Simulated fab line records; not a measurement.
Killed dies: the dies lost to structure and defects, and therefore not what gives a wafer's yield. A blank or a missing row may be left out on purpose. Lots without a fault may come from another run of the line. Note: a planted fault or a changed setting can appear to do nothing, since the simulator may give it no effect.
Split-lot study + flow berkeleyCmos170 + 23 wafers read from 5 lots, route of 331 steps

== THE SPLIT ITSELF ==
At UCB170_PWELL_CVD_05 (deposits Si3N4 from SiH2Cl2/NH3, target thk 220 nm, time 3300 s), the setting pressureMtorr was moved away from the recipe's 200 mTorr on 15 of the 23 wafers read, by -14.7% to +10.0%. All remaining wafers had this setting at the recipe value.

There is no step in the file separating the split from the reading.

== THE READING ==
PWELL_NITRIDE_THK at UCB170_PWELL_THK_MEAS_06, in nm. Typical for fault-free wafers on this fab line: 219.4 nm, with standard deviation 2.1 nm.

| wafer  | tool, chamber at the split | pressureMtorr as run, mTorr | against the recipe | PWELL_NITRIDE_THK, nm | against lot-mates on the recipe |
|--------|----------------------------|-----------------------------|--------------------|-----------------------|---------------------------------|
| L076.1 | -, -                       | 170.6                       | -14.7%             | 209.0                 | no lot-mate on the recipe       |
| L076.2 | -, -                       | 170.6                       | -14.7%             | 208.6                 | no lot-mate on the recipe       |
| L076.4 | -, -                       | 170.6                       | -14.7%             | 211.0                 | no lot-mate on the recipe       |
| L076.5 | -, -                       | 170.6                       | -14.7%             | 208.1                 | no lot-mate on the recipe       |
| L076.6 | -, -                       | 170.6                       | -14.7%             | 209.1                 | no lot-mate on the recipe       |
| L078.1 | -, -                       | 200                         | recipe             | 220.3                 | -                               |
| L078.2 | -, -                       | 200                         | recipe             | 216.8                 | -                               |
| L078.3 | -, -                       | 200                         | recipe             | 218.7                 | -                               |
| L078.5 | -, -                       | 200                         | recipe             | 218.8                 | -                               |
| L078.6 | -, -                       | 200                         | recipe             | 219.4                 | -                               |
| L077.1 | -, -                       | 175.4                       | -12.3%             | 208.6                 | no lot-mate on the recipe       |
| L077.2 | -, -                       | 175.4                       | -12.3%             | 207.3                 | no lot-mate on the recipe       |
| L077.3 | -, -                       | 175.4                       | -12.3%             | 208.5                 | no lot-mate on the recipe       |
| L077.4 | -, -                       | 175.4                       | -12.3%             | 209.4                 | no lot-mate on the recipe       |
| L077.6 | -, -                       | 175.4                       | -12.3%             | 209.1                 | no lot-mate on the recipe       |
| L079.1 | -, -                       | 220                         | +10.0%             | 227.9                 | no lot-mate on the recipe       |
| L079.2 | -, -                       | 220                         | +10.0%             | 227.6                 | no lot-mate on the recipe       |
| L079.3 | -, -                       | 220                         | +10.0%             | 231.0                 | no lot-mate on the recipe       |
| L079.5 | -, -                       | 220                         | +10.0%             | 229.3                 | no lot-mate on the recipe       |
| L079.6 | -, -                       | 220                         | +10.0%             | 228.0                 | no lot-mate on the recipe       |
| L084.2 | lpcvd-01, 0                | 200                         | recipe             | 220.4                 | -                               |
| L084.3 | lpcvd-01, 0                | 200                         | recipe             | 217.2                 | -                               |
| L084.4 | lpcvd-01, 0                | 200                         | recipe             | 218.8                 | -                               |

THE FIT
A straight line over all 23 wafers: PWELL_NITRIDE_THK changes by +0.817 nm for each +1% of pressureMtorr; r = +0.98; the points scatter about the line by 1.6 nm.
Too few moved wafers with a lot-mate on the recipe to fit a line net of each lot's own level.

== THE WHOLE CHAIN: every reading that the file lists as answering this split, in the file's order ==
| step                     | what it does                                                               | reading                                                                      | change (the file's fit)               | r (the file's) |
|--------------------------|----------------------------------------------------------------------------|------------------------------------------------------------------------------|---------------------------------------|----------------|
| UCB170_PWELL_CVD_05      | deposits Si3N4 from SiH2Cl2/NH3, target thk 220 nm, time 3300 s            | Si3N4_of_PWELL_CVD_05.thkNm (the simulator's own value, which no gauge read) | +0.815 nm for each +1% of the setting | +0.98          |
| UCB170_PWELL_THK_MEAS_06 |                                                                            | PWELL_NITRIDE_THK                                                            | +0.817 for each +1% of the setting    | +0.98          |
| UCB170_PWELL_ETCH_14     | etches Si3N4 in CH3F/Ar/O2, stops on SiO2, target depth 242 nm, time 151 s | etch.depthNm (the simulator's own value, which no gauge read)                | +0.847 nm for each +1% of the setting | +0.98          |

== FILE'S OWN FIT ==
PWELL_NITRIDE_THK changes by +0.817 nm for each +1% of pressureMtorr, r = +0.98.
